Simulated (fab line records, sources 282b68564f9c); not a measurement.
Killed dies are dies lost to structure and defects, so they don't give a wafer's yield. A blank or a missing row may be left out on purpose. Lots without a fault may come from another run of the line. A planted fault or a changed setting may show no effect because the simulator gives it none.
A struck lot beside a sound one | flow rit_cmos | 14 steps out of a route of 202
Sound: wafers L652.2, L652.4, L652.6. Struck: wafers L658.1, L658.2, L658.3. The cause comes at the end.
At each step with rows: each side's tool, then ch and its chambers, then its first start. Under that, the readings that differ: sound wafers | struck wafers | difference of the means | sigmas: that difference in standard deviations of wafers without a fault.
alike: readings whose means differ by less than 2 such deviations, and words and numbers that are the same on both sides. not compared: withheld readings, readings that some wafer has no value for, bounds like >300 that may hide the same value, and numbers for which the record gives no deviation and whose values overlap.
The two part at a step that has a row with sigmas, a row that says differs or no value, or rows on one side only. Numbers that don't overlap but have no deviation are shown without sigmas and don't part them. A reading that every wafer of one side lacks parts them only if that side has two wafers or more.

first, 2 steps without rows for these wafers: RIT_PSD_HARDBAKE_07 (time 60 s); RIT_PSD_IMPLANT_08.
RIT_PSD_STRIP_09: strips in O2, time 180 s.
  sound on plasma_asher-04 ch 0,1, day 3 11:50; struck on plasma_asher-04 ch 0,1, day 4 18:24
  alike: drypump_motor_current_A
  not compared: rf_hours_counter_h
RIT_PSD_TW_MEAS_10:
  sound on film_metro-03, day 3 12:02; struck on film_metro-04, day 4 18:34
  reading | sound          | struck         | difference | sigmas
  PSD_TW  | 3430 3421 3424 | 3359 3369 3376 | -57        | -3
then, 3 steps without rows for these wafers: RIT_SDANNEAL_CLEAN_00 (cleans in SC1, time 600 s); RIT_SDANNEAL_CLEAN_01 (cleans in dHF, time 30 s); RIT_SDANNEAL_CLEAN_02 (cleans in SC2, time 600 s).
RIT_SDANNEAL_RTA_03: time 5 s.
  sound on rtp_anneal-01 ch 0, day 3 12:28; struck on rtp_anneal-01 ch 0, day 4 19:00
  alike: ramp_up_c_per_s, wafer_temp_C_max
RIT_SDANNEAL_RS_MEAS_04: measures by four-point-probe.
  sound on film_metro-02, day 3 12:31; struck on film_metro-03, day 4 19:04
  alike: PSD_RS
RIT_SDANNEAL_RS_MEAS_05: measures by four-point-probe.
  sound on film_metro-02, day 3 12:38; struck on film_metro-03, day 4 19:11
  alike: NSD_RS
RIT_SDANNEAL_RS_MEAS_06: measures by four-point-probe.
  sound on film_metro-02, day 3 12:46; struck on film_metro-03, day 4 19:18
  alike: PLDD_RS
RIT_SDANNEAL_RS_MEAS_07: measures by four-point-probe.
  sound on film_metro-02, day 3 12:53; struck on film_metro-03, day 4 19:25
  alike: NLDD_RS
RIT_SILICIDE_WET_ETCH_00: etches SiO2 in BOE, target depth 14 nm, time 15 s.
  sound on wet_bench-02 ch 2, day 3 12:59; struck on wet_bench-01 ch 1, day 4 19:32
  no value came back on the struck wafers for bath_heat_duty_pct (%), run_length_s (s), temp_c (C); on the sound wafers bath_heat_duty_pct (%) reads 1.7 1.7 1.4
  reading                                     | sound           | struck            | difference | sigmas
  model.SiO2_of_FOX2_OXIDATION_00.thk_nm (nm) | 152 152.6 154.7 | 162.2 161.4 154.8 | +6.4       |
RIT_SILICIDE_SPUTTER_01: material Ti, target thk 30 nm, time 240 s.
  sound on pvd_sputter-02, day 3 13:00; struck on pvd_sputter-02, day 4 19:33
  alike: throttle_valve_pct

WHERE THEY PART
First at RIT_PSD_TW_MEAS_10; last, within this record, at RIT_SILICIDE_WET_ETCH_00. Later steps at which nothing parts them and some readings are alike: RIT_SILICIDE_SPUTTER_01.

WHY: what the simulator had put in
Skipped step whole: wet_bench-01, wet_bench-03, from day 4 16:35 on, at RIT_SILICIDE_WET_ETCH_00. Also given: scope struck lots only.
